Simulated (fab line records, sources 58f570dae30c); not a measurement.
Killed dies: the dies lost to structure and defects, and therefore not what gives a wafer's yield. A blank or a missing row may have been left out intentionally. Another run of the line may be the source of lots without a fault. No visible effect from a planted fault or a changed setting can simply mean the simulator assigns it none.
A single fault, viewed from 2 desks + flow berkeley-cmos170 + each desk has only its own numbers; what lay behind them comes last

== THE TOOL OWNER'S DESK: rie-diel-03 ==
The tool's own readings at UCB170_M2_ETCH_17 (etches BARC in N2/H2): means of the sampled wafers that have a number, for each lot that ran on this tool. A lot is out of limits, marked OUT, if its mean lies more than 4 standard deviations from the usual mean; the brackets give that distance.
Columns: A = drypump-motor-current-A at UCB170_M2_ETCH_17, usual 5.9 A; B = oes-product-au at UCB170_M2_ETCH_17, usual 1.007 a.u.; C = throttle-valve-pct at UCB170_M2_ETCH_17, usual 13.31 %
| lot  | first seen here | A   | B     | C     |
|------|-----------------|-----|-------|-------|
| L752 | day 9 21:53     | 5.8 | 1.011 | 13.44 |
| L753 | day 10 00:20    | 5.9 | 1.011 | 13.31 |
| L755 | day 10 12:50    | 5.8 | 1.005 | 13.40 |
| L760 | day 11 03:59    | 5.9 | 1.020 | 13.28 |
| L767 | day 12 08:43    | 5.7 | 1.013 | 13.29 |
This desk's finding: nothing out of limits on any of the 5 lots.

== FROM THE METROLOGY DESK ==
Means of the sampled wafers that have a number, per lot and without regard to the tool the lot ran on: this is what the gauges read. A lot is out of limits, marked OUT, if its mean lies more than 4 standard deviations from the usual mean; the brackets give that distance.
Columns: A = V2_BOW at UCB170_V2_BOW_MEAS_03, usual 37 um
| lot  | first seen here | A  |
|------|-----------------|----|
| L751 | day 9 11:31     | 40 |
| L752 | day 9 22:52     | 43 |
| L753 | day 10 01:20    | 33 |
| L755 | day 10 13:49    | 35 |
| L754 | day 10 14:19    | 34 |
| L756 | day 10 14:35    | 37 |
| L760 | day 11 04:57    | 31 |
| L758 | day 11 05:09    | 39 |
| L767 | day 12 09:53    | 37 |
| L769 | day 12 19:58    | 33 |
| L772 | day 13 07:50    | 38 |
| L773 | day 13 20:37    | 40 |
This desk's finding: nothing out of limits on any of the 12 lots.

== BROUGHT TOGETHER ==
Nothing out of limits was seen by the tool owner's desk.
The metrology desk saw nothing out of limits.

== WHAT THE SIMULATOR PUT IN ==
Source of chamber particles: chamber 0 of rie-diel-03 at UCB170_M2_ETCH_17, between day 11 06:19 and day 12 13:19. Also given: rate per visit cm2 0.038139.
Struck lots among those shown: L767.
